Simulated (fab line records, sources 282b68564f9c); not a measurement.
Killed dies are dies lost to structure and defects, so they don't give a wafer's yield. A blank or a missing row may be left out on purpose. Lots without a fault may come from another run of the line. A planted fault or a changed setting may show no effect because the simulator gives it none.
fab line records | flow rit_cmos
record lots=14 wafers=42 last_day=7
route steps=202 shown ACTIVE@14 NRETRO@62 NSD@137 CONTACT@180 M1@202
lots that met no fault: from a run of the same line without faults
start_h: hours from the record's first day to the start of the lot's first wafer shown | wait_h: hours since the lot's step before | " the same as in the row above | L1.1+2: a row that stands for several wafers | - no value, or no start given | * or withheld: withheld | < > ~ a bound
route shown NAME@n: a module of which the file shows steps, and the number in the route of the first | usual: mean/standard deviation of fault-free wafers | same: alike in all rows | chamber/n: place in a boat | sites: the reading at each site | _std_site: their standard deviation | _edge_site: outer sites' mean less inner sites' | radius_mm: how far each site lies from the wafer's centre | mask NAME#n: copy n | behind: the tool/chamber that last shaped the wafer | hold: why the lot was held/for how many hours/how that ended | device: the transistor (n, p or np) that didn't switch | end of line: the same wafers' tests at the end of the route | a step without rows: its recipe alone | killed: dies lost to structure and defects at the first sort, not the wafer's yield | map: a wafer's dies, x killed, . not, _ none there
set.NAME: the setting as run; set.NAME@STEP: as run at that earlier step | model.NAME: the simulator's own value behind a step, which no gauge read
steps of the route over a sample of lots; a table a step, a row a wafer
services: from which hour (start_h, from the record's first day; less than 0 if before it) a tool's chamber was out of use, for how many hours, and why
## steps
# step RIT_ACTIVE_ETCH_13
# recipe stop_on=SiO2 chemistry=SF6 target=Si3N4 time_s=210 over_etch_frac=0.4 SF6_flow_sccm=200 pressure_mtorr=260 rf_w=125 target_depth_a=2100
# usual SF6_flow_sccm=200.0/0.54 drypump_motor_current_A=5.8/0.51 oes_product_au=0.819/0.01 run_length_s=238.4/0.47 throttle_valve_pct=7.48/0.13
# columns lot.wafer tool chamber start_h wait_h SF6_flow_sccm drypump_motor_current_A oes_product_au rf_hours_counter_h run_length_s throttle_valve_pct
L855.1 rie_diel-03 1 14.71 0.1 199.1 5.9 0.813 65 238.8 7.33
L855.2 " 2 " " 199.8 5.5 0.822 41 238.2 7.23
L855.5 " 0 " " 200.0 6.3 0.828 - 238.2 7.35
L856.1 rie_diel-04 2 19.83 0.1 198.6 6.8 0.813 10 238.8 7.55
L856.3 " 1 " " 199.9 5.0 0.818 63 237.9 7.52
L856.6 " 1 " " 200.8 5.0 0.817 - 237.7 7.51
L857.1 rie_diel-04 3 24.91 0.1 199.9 5.8 0.821 19 239.3 7.56
L857.3 " 2 " " 199.7 6.8 0.816 10 238.7 7.53
L857.5 " 3 " " 199.2 5.8 0.813 - 239.1 7.58
L861.2 rie_diel-04 3 44.71 0.1 199.8 5.8 0.820 20 238.7 7.56
L861.4 " 1 " " 201.0 4.9 0.823 64 238.0 7.52
L861.5 " 2 " " 200.5 6.7 0.829 - 238.7 7.52
L863.1 rie_diel-01 0 54.83 0.1 198.7 5.5 0.810 114 239.3 7.65
L863.2 " 1 " " 200.6 6.4 0.809 150 238.4 7.60
L863.3 " 3 " " 199.8 5.1 0.836 97 237.6 7.49
L864.3 rie_diel-03 1 59.71 0.1 200.1 5.9 0.812 66 238.6 7.32
L864.4 " 1 " " 200.3 5.9 0.807 - 238.6 7.33
L864.5 " 3 " " 200.0 5.6 0.829 - 239.0 7.52
L866.2 rie_diel-01 2 69.83 0.1 200.0 5.7 0.824 24 238.9 7.39
L866.3 " 3 " " 199.9 5.2 0.824 98 237.6 7.49
L866.4 " 0 " " 199.7 5.5 0.793 115 239.1 7.65
L867.4 rie_diel-04 0 74.71 0.1 199.9 6.0 0.815 65 238.3 7.60
L867.5 " 3 " " 199.9 5.8 0.816 - 238.7 7.57
L867.6 " 0 " " 200.0 6.0 0.834 - 238.1 7.58
L869.1 rie_diel-01 3 84.83 0.1 201.3 5.1 0.821 98 237.8 7.48
L869.2 " 1 " " 199.4 6.4 0.791 151 238.2 7.60
L869.3 " 2 " " 200.1 5.7 0.826 24 238.0 7.38
L870.3 rie_diel-01 0 89.83 0.1 199.8 5.5 0.796 115 239.0 7.66
L870.4 " 1 " " 200.9 6.5 0.806 151 238.3 7.60
L870.5 " 1 " " 200.0 6.4 0.804 - 238.1 7.62
L875.1 rie_diel-01 2 115.44 0.1 198.9 5.7 0.812 25 245.2 7.38
L875.4 " 0 " " 200.2 5.5 0.789 115 246.2 7.67
L875.5 " 3 " " 200.1 5.2 0.805 - 244.7 7.48
L876.1 rie_diel-01 0 119.71 0.1 199.3 5.5 0.788 115 246.4 7.66
L876.3 " 2 " " 200.6 5.7 0.814 25 245.6 7.39
L876.6 " 2 " " 200.0 5.7 0.812 - 245.7 7.37
L877.1 rie_diel-03 0 124.71 0.1 199.8 6.3 0.812 110 238.5 7.33
L877.4 " 3 " " 199.9 5.5 0.829 127 238.9 7.54
L877.6 " 3 " " 200.4 5.5 0.823 - 239.2 7.54
L878.2 rie_diel-04 0 129.83 0.1 200.5 6.0 0.815 67 238.0 7.60
L878.4 " 2 " " 200.5 6.7 0.811 - 238.9 7.51
L878.6 " 1 " " 200.2 5.0 0.812 - 237.9 7.53
# step RIT_NRETRO_STRIP_09
# recipe chemistry=O2 time_s=180 resist=NOVOLAK platen_temp_c=withheld power_w=500 pressure_mtorr=4000 o2_flow_sccm=4000
# usual drypump_motor_current_A=5.5/0.39
# columns lot.wafer tool chamber start_h wait_h drypump_motor_current_A rf_hours_counter_h
L855.1 plasma_asher-04 0 30.24 0.1 5.9 40
L855.2 " 1 " " 5.7 40
L855.5 " 1 " " 5.7 -
L856.1 plasma_asher-04 0 35.30 0.1 5.9 41
L856.3 " 1 " " 5.7 -
L856.6 " 0 " " 5.9 -
L857.1 plasma_asher-04 0 40.22 0.1 5.9 41
L857.3 " 0 " " 5.9 -
L857.5 " 0 " " 5.9 -
L861.2 plasma_asher-02 0 60.10 0.1 6.2 45
L861.4 " 1 " " 5.2 -
L861.5 " 0 " " 6.2 -
L863.1 plasma_asher-04 1 70.80 0.1 5.7 45
L863.2 " 0 " " 5.9 45
L863.3 " 0 " " 5.9 -
L864.3 plasma_asher-02 1 74.25 0.1 5.1 -
L864.4 " 0 " " 6.2 -
L864.5 " 1 " " 5.2 -
L866.2 plasma_asher-01 0 84.15 0.1 5.2 21
L866.3 " 1 " " 5.2 -
L866.4 " 0 " " 5.2 -
L867.4 plasma_asher-02 1 89.30 0.1 5.1 -
L867.5 " 0 " " 6.2 -
L867.6 " 1 " " 5.1 -
L869.1 plasma_asher-01 1 99.78 0.1 5.2 23
L869.2 " 0 " " 5.2 23
L869.3 " 1 " " 5.2 -
L870.3 plasma_asher-01 0 104.30 0.1 5.2 -
L870.4 " 1 " " 5.2 -
L870.5 " 1 " " 5.2 -
L875.1 plasma_asher-02 1 130.11 0.1 5.1 53
L875.4 " 1 " " 5.1 -
L875.5 " 1 " " 5.1 -
L876.1 plasma_asher-04 1 135.01 0.1 5.7 2
L876.3 " 0 " " 5.9 -
L876.6 " 1 " " 5.7 -
L877.1 plasma_asher-04 1 140.21 0.1 5.7 2
L877.4 " 0 " " 5.9 -
L877.6 " 1 " " 5.7 -
L878.2 plasma_asher-01 1 144.35 0.1 5.2 27
L878.4 " 0 " " 5.2 -
L878.6 " 1 " " 5.2 -
# step RIT_NSD_OVL_MEAS_06
# usual NSD_OVL=0.0/1.4
# columns lot.wafer tool chamber start_h wait_h NSD_OVL[nm]
L855.1 overlay-02 - 47.04 - -2.2
L855.2 " - " " -0.1
L855.5 " - " " -3.6
L856.1 overlay-02 - 52.72 - 0.2
L856.3 " - " " 0.7
L856.6 " - " " -2.1
L857.1 overlay-01 - 56.64 - 1.3
L857.3 " - " " 0.2
L857.5 " - " " 1.3
L861.2 overlay-01 - 77.12 - 1.4
L861.4 " - " " 2.5
L861.5 " - " " 0.7
L863.1 overlay-02 - 87.50 - 0.7
L863.2 " - " " -1.5
L863.3 " - " " -2.0
L864.3 overlay-02 - 91.52 - 1.2
L864.4 " - " " 1.1
L864.5 " - " " 3.5
L866.2 overlay-02 - 101.25 - -1.2
L866.3 " - " " -0.1
L866.4 " - " " 0.0
L867.4 overlay-01 - 108.23 - 2.7
L867.5 " - " " 0.2
L867.6 " - " " -1.9
L869.1 overlay-01 - 117.38 - -0.2
L869.2 " - " " -0.2
L869.3 " - " " -2.4
L870.3 overlay-01 - 121.21 - 0.5
L870.4 " - " " 0.1
L870.5 " - " " 0.3
L875.1 overlay-01 - 147.43 - 1.3
L875.4 " - " " 0.6
L875.5 " - " " -0.2
L876.1 overlay-02 - 152.23 - 0.9
L876.3 " - " " 0.9
L876.6 " - " " 0.1
L877.1 overlay-01 - 159.17 - -1.0
L877.4 " - " " 1.1
L877.6 " - " " -3.1
L878.2 overlay-02 - 163.26 - -0.4
L878.4 " - " " 1.1
L878.6 " - " " -0.1
# step RIT_CONTACT_STRIP_12
# recipe chemistry=O2 time_s=180 resist=NOVOLAK platen_temp_c=withheld power_w=500 pressure_mtorr=4000 o2_flow_sccm=4000
# usual drypump_motor_current_A=5.7/0.52
# columns lot.wafer tool chamber start_h wait_h drypump_motor_current_A rf_hours_counter_h
L855.1 plasma_asher-04 1 52.27 0.1 5.7 43
L855.2 " 0 " " 5.9 43
L855.5 " 0 " " 5.9 -
L856.1 plasma_asher-03 0 58.02 0.1 6.7 44
L856.3 " 1 " " 5.7 -
L856.6 " 1 " " 5.7 -
L857.1 plasma_asher-01 1 61.90 0.1 5.2 18
L857.3 " 0 " " 5.2 -
L857.5 " 0 " " 5.2 -
L861.2 plasma_asher-04 0 82.32 0.1 5.9 46
L861.4 " 1 " " 5.7 -
L861.5 " 1 " " 5.7 -
L863.1 plasma_asher-04 0 92.65 0.1 5.9 47
L863.2 " 1 " " 5.7 47
L863.3 " 0 " " 5.9 -
L864.3 plasma_asher-04 1 96.78 0.2 5.7 -
L864.4 " 0 " " 5.9 -
L864.5 " 1 " " 5.7 -
L866.2 plasma_asher-03 0 106.71 0.1 6.7 49
L866.3 " 0 " " 6.7 -
L866.4 " 1 " " 5.7 -
L867.4 plasma_asher-01 0 113.39 0.2 5.2 -
L867.5 " 1 " " 5.2 -
L867.6 " 0 " " 5.2 -
L869.1 plasma_asher-04 0 122.50 0.1 5.9 0
L869.2 " 1 " " 5.7 0
L869.3 " 1 " " 5.7 -
L870.3 plasma_asher-01 1 126.55 0.2 5.2 -
L870.4 " 0 " " 5.2 -
L870.5 " 1 " " 5.2 -
L875.1 plasma_asher-03 0 152.57 0.1 6.7 54
L875.4 " 0 " " 6.7 -
L875.5 " 1 " " 5.7 -
L876.1 plasma_asher-04 1 157.48 0.1 5.7 4
L876.3 " 1 " " 5.7 -
L876.6 " 1 " " 5.7 -
L877.1 plasma_asher-04 1 164.50 0.1 5.7 5
L877.4 " 1 " " 5.7 -
L877.6 " 1 " " 5.7 -
L878.2 plasma_asher-01 1 168.30 0.1 5.2 30
L878.4 " 1 " " 5.2 -
L878.6 " 1 " " 5.2 -
# step RIT_M1_PROBE_99
# usual killed_at_front_end=7.5/2.8 killed_dies=7.6/2.8 killed_open=3.9/2.1 killed_short=3.7/1.7
# same gross_dies=264 killed_at_M0_to_M3=0 killed_at_M4_up=0 killed_at_back_side=0 killed_at_contacts=0 killed_at_other=0
# columns lot.wafer tool chamber start_h wait_h killed_at_front_end killed_dies killed_open killed_short
L855.1 prober-01 - 57.54 0.1 8 8 5 3
L855.2 prober-01 - 57.59 0.1 7 7 4 3
L855.5 prober-01 - 57.74 0.2 4 4 1 3
L856.1 prober-02 - 62.69 0.1 10 10 2 8
L856.3 prober-02 - 62.79 0.2 10 10 3 7
L856.6 prober-02 - 62.94 0.2 8 8 4 4
L857.1 prober-01 - 66.61 0.1 5 5 3 2
L857.3 prober-01 - 66.71 0.2 11 11 4 7
L857.5 prober-01 - 66.81 0.2 7 7 5 2
L861.2 prober-01 - 87.03 0.1 10 10 3 6
L861.4 prober-01 - 87.13 0.2 6 6 4 2
L861.5 prober-01 - 87.18 0.2 4 4 1 2
L863.1 prober-01 - 97.45 0.1 6 6 4 2
L863.2 prober-01 - 97.50 0.1 7 7 4 3
L863.3 prober-01 - 97.55 0.2 8 8 5 3
L864.3 prober-02 - 101.81 0.2 9 9 5 4
L864.4 prober-02 - 101.86 0.2 11 11 5 6
L864.5 prober-02 - 101.91 0.2 10 10 4 6
L866.2 prober-02 - 111.60 0.1 6 6 3 3
L866.3 prober-02 - 111.65 0.2 9 9 6 3
L866.4 prober-02 - 111.70 0.2 6 6 4 2
L867.4 prober-01 - 118.66 0.2 7 7 3 4
L867.5 prober-01 - 118.71 0.2 7 7 3 4
L867.6 prober-01 - 118.76 0.2 13 13 8 5
L869.1 prober-01 - 128.44 0.1 9 9 3 6
L869.2 prober-01 - 128.49 0.1 4 4 2 2
L869.3 prober-01 - 128.54 0.2 1 1 1 0
L870.3 prober-02 - 131.25 0.2 15 15 10 5
L870.4 prober-02 - 131.30 0.2 6 6 2 4
L870.5 prober-02 - 131.35 0.2 2 2 0 2
L875.1 prober-01 - 158.42 0.1 12 12 7 5
L875.4 prober-01 - 158.57 0.2 4 4 3 1
L875.5 prober-01 - 158.62 0.2 9 9 6 3
L876.1 prober-02 - 162.73 0.1 8 8 4 3
L876.3 prober-02 - 162.83 0.2 8 8 3 5
L876.6 prober-02 - 162.98 0.2 4 4 2 2
L877.1 prober-01 - 169.48 0.1 4 4 2 2
L877.4 prober-01 - 169.63 0.2 9 9 6 2
L877.6 prober-01 - 169.73 0.2 12 12 6 4
L878.2 prober-02 - 173.58 0.1 8 8 3 5
L878.4 prober-02 - 173.68 0.2 11 11 6 5
L878.6 prober-02 - 173.78 0.2 8 8 4 4
# killed by level:class
L855.1 GATE:geometric_particle:open=3 SPACER:geometric_particle:short=2 FOX1:geometric_particle:open=1 FOX2:geometric_particle:open=1 GATE:geometric_particle:short=1
L855.2 REOX:geometric_particle:short=3 GATE:geometric_particle:open=2 REOX:geometric_particle:open=1 SPACER:geometric_particle:open=1
L855.5 FOX1:geometric_particle:short=1 GATE:geometric_particle:short=1 GATE:geometric_particle:open=1 SPACER:geometric_particle:short=1
L856.1 GATE:geometric_particle:short=3 FOX1:geometric_particle:open=2 REOX:geometric_particle:short=2 SPACER:geometric_particle:short=2 FOX2:geometric_particle:short=1
L856.3 GATE:geometric_particle:short=2 GATE:geometric_particle:open=2 REOX:geometric_particle:short=2 FOX1:geometric_particle:short=1 FOX2:geometric_particle:short=1 SPACER:geometric_particle:open=1 SILICIDE:geometric_particle:short=1
L856.6 REOX:geometric_particle:open=2 REOX:geometric_particle:short=2 SPACER:geometric_particle:short=2 FOX2:geometric_particle:open=1 SPACER:geometric_particle:open=1
L857.1 ACTIVE:geometric_particle:short=1 FOX1:geometric_particle:short=1 FOX2:geometric_particle:open=1 GATE:geometric_particle:open=1 REOX:geometric_particle:open=1
L857.3 FOX1:geometric_particle:short=2 GATE:geometric_particle:short=2 FOX1:geometric_particle:open=1 FOX2:geometric_particle:short=1 GATE:geometric_particle:open=1 REOX:geometric_particle:open=1 REOX:geometric_particle:short=1 SPACER:geometric_particle:short=1
L857.5 FOX1:geometric_particle:open=3 GATE:geometric_particle:short=1 GATE:geometric_particle:open=1 REOX:geometric_particle:open=1 SPACER:geometric_particle:short=1
L861.2 GATE:geometric_particle:short=4 GATE:geometric_particle:open=2 FOX1:geometric_particle:open=1 REOX:geometric_particle:short=1 SPACER:geometric_particle:short=1 NRETRO:coat_microbubble_printed=1
L861.4 GATE:geometric_particle:open=2 FOX1:geometric_particle:open=1 SPACER:geometric_particle:short=1 SPACER:geometric_particle:open=1 SILICIDE:geometric_particle:short=1
L861.5 FOX1:geometric_particle:short=1 SPACER:geometric_particle:short=1 SILICIDE:geometric_particle:open=1 NRETRO:coat_microbubble_printed=1
L863.1 FOX2:geometric_particle:open=2 FOX1:geometric_particle:open=1 REOX:geometric_particle:short=1 SPACER:geometric_particle:short=1 SILICIDE:geometric_particle:open=1
L863.2 SPACER:geometric_particle:open=2 FOX1:geometric_particle:open=1 GATE:geometric_particle:short=1 GATE:geometric_particle:open=1 REOX:geometric_particle:short=1 SPACER:geometric_particle:short=1
L863.3 SPACER:geometric_particle:open=3 GATE:geometric_particle:short=1 REOX:geometric_particle:short=1 REOX:geometric_particle:open=1 SPACER:geometric_particle:short=1 SILICIDE:geometric_particle:open=1
L864.3 GATE:geometric_particle:open=3 REOX:geometric_particle:short=2 REOX:geometric_particle:open=1 SPACER:geometric_particle:short=1 SPACER:geometric_particle:open=1 SILICIDE:geometric_particle:short=1
L864.4 GATE:geometric_particle:open=3 GATE:geometric_particle:short=3 SPACER:geometric_particle:short=2 FOX1:geometric_particle:short=1 FOX2:geometric_particle:open=1 REOX:geometric_particle:open=1
L864.5 GATE:geometric_particle:open=3 SILICIDE:geometric_particle:short=3 GATE:geometric_particle:short=1 REOX:geometric_particle:short=1 REOX:geometric_particle:open=1 SPACER:geometric_particle:short=1
L866.2 GATE:geometric_particle:open=2 FOX1:geometric_particle:open=1 FOX1:geometric_particle:short=1 GATE:geometric_particle:short=1 REOX:geometric_particle:short=1
L866.3 GATE:geometric_particle:open=3 REOX:geometric_particle:short=2 GATE:geometric_particle:short=1 REOX:geometric_particle:open=1 SPACER:geometric_particle:open=1 SILICIDE:geometric_particle:open=1
L866.4 GATE:geometric_particle:short=2 SPACER:geometric_particle:open=2 FOX1:geometric_particle:open=1 GATE:geometric_particle:open=1
L867.4 SPACER:geometric_particle:short=2 FOX1:geometric_particle:open=1 FOX2:geometric_particle:open=1 GATE:geometric_particle:short=1 REOX:geometric_particle:open=1 REOX:geometric_particle:short=1
L867.5 SPACER:geometric_particle:open=2 FOX1:geometric_particle:short=1 FOX2:geometric_particle:short=1 GATE:geometric_particle:open=1 GATE:geometric_particle:short=1 SPACER:geometric_particle:short=1
L867.6 GATE:geometric_particle:open=4 FOX1:geometric_particle:open=2 FOX1:geometric_particle:short=2 SPACER:geometric_particle:short=2 FOX2:geometric_particle:open=1 REOX:geometric_particle:short=1 SPACER:geometric_particle:open=1
L869.1 GATE:geometric_particle:short=3 FOX2:geometric_particle:short=2 SPACER:geometric_particle:open=2 FOX1:geometric_particle:open=1 SILICIDE:geometric_particle:short=1
L869.2 GATE:geometric_particle:short=1 GATE:geometric_particle:open=1 SPACER:geometric_particle:open=1 SILICIDE:geometric_particle:short=1
L869.3 GATE:geometric_particle:open=1
L870.3 SPACER:geometric_particle:open=4 FOX1:geometric_particle:open=2 FOX1:geometric_particle:short=2 GATE:geometric_particle:short=2 REOX:geometric_particle:open=2 GATE:geometric_particle:open=1 SPACER:geometric_particle:short=1 SILICIDE:geometric_particle:open=1
L870.4 FOX1:geometric_particle:short=1 FOX2:geometric_particle:short=1 REOX:geometric_particle:open=1 SPACER:geometric_particle:open=1 SPACER:geometric_particle:short=1 SILICIDE:geometric_particle:short=1
L870.5 FOX1:geometric_particle:short=1 GATE:geometric_particle:short=1
L875.1 GATE:geometric_particle:open=3 GATE:geometric_particle:short=2 SPACER:geometric_particle:open=2 FOX1:geometric_particle:short=1 FOX1:geometric_particle:open=1 FOX2:geometric_particle:open=1 REOX:geometric_particle:short=1 SPACER:geometric_particle:short=1
L875.4 GATE:geometric_particle:open=2 GATE:geometric_particle:short=1 SPACER:geometric_particle:open=1
L875.5 SPACER:geometric_particle:open=3 GATE:geometric_particle:open=2 FOX2:geometric_particle:open=1 GATE:geometric_particle:short=1 REOX:geometric_particle:short=1 SPACER:geometric_particle:short=1
L876.1 GATE:geometric_particle:open=3 GATE:geometric_particle:short=2 FOX2:geometric_particle:open=1 REOX:geometric_particle:short=1 NLDD:coat_microbubble_printed=1
L876.3 GATE:geometric_particle:short=3 SILICIDE:geometric_particle:short=2 FOX2:geometric_particle:open=1 GATE:geometric_particle:open=1 SILICIDE:geometric_particle:open=1
L876.6 FOX2:geometric_particle:short=1 GATE:geometric_particle:short=1 REOX:geometric_particle:open=1 SILICIDE:geometric_particle:open=1
L877.1 GATE:geometric_particle:short=2 FOX1:geometric_particle:open=1 GATE:geometric_particle:open=1
L877.4 GATE:geometric_particle:open=2 REOX:geometric_particle:open=2 SPACER:geometric_particle:short=2 FOX1:geometric_particle:open=1 SPACER:geometric_particle:open=1 PSD:coat_microbubble_printed=1
L877.6 FOX1:geometric_particle:open=3 GATE:geometric_particle:short=3 PSD:coat_microbubble_printed=2 FOX2:geometric_particle:open=1 GATE:geometric_particle:open=1 REOX:geometric_particle:open=1 SILICIDE:geometric_particle:short=1
L878.2 GATE:geometric_particle:short=3 FOX1:geometric_particle:short=2 FOX2:geometric_particle:open=1 REOX:geometric_particle:open=1 SPACER:geometric_particle:open=1
L878.4 SILICIDE:geometric_particle:open=3 FOX1:geometric_particle:open=2 GATE:geometric_particle:short=2 SILICIDE:geometric_particle:short=2 REOX:geometric_particle:open=1 SPACER:geometric_particle:short=1
L878.6 SILICIDE:geometric_particle:open=2 FOX1:geometric_particle:open=1 FOX1:geometric_particle:short=1 FOX2:geometric_particle:short=1 GATE:geometric_particle:short=1 GATE:geometric_particle:open=1 SILICIDE:geometric_particle:short=1
## services
# columns tool chamber start_h hours kind
rie_diel-04 3 15.52 8.3 repair
rie_diel-01 - 23.02 0.5 repair
rie_diel-03 2 55.58 11.1 repair
rie_diel-04 3 91.18 26.1 repair
plasma_asher-04 - 108.75 9.0 pm
plasma_asher-04 0 108.75 9.0 vent_cycle
plasma_asher-04 1 108.75 9.0 vent_cycle
plasma_asher-04 0 117.75 - clean
plasma_asher-04 1 117.75 - clean
rie_diel-04 3 123.26 11.2 repair
plasma_asher-03 - 132.28 2.8 pm
rie_diel-01 1 136.59 - clean
rie_diel-01 1 136.59 16.5 scheduled_down
rie_diel-01 1 136.59 16.5 vent_cycle
rie_diel-03 3 137.20 2.9 repair
plasma_asher-01 - 137.26 4.1 repair
rie_diel-01 3 151.22 2.0 repair
rie_diel-03 1 153.42 16.0 repair
## key
first_sign step=RIT_ACTIVE_ETCH_13 reading=run_length_s direction=up sigmas=15 usual=* struck=*
effect step=RIT_ACTIVE_ETCH_13 reading=oes_product_au direction=down sigmas=1.6 usual=0.819 struck=0.803
met_at RIT_ACTIVE_ETCH_13
struck_lots L875,L876
tester_left_out L875,L876
not_acting_at RIT_NRETRO_STRIP_09,RIT_NSD_OVL_MEAS_06,RIT_CONTACT_STRIP_12
onset_between 89.83 115.44
fault kind=process_parameter_drift tool=rie_diel-01 chamber=- onset_h=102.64 steps=RIT_ACTIVE_ETCH_13 channel=time_s offset=* shape=step end_h=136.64 acts_in=* stated=*
# tester_left_out: of these lots the tester's yield and bins aren't shown, on N5 and GAA mostly nor the transistor test; their killed dies are dies lost to structure and defects alone, not to doping, threshold or leakage, so they don't give the yield
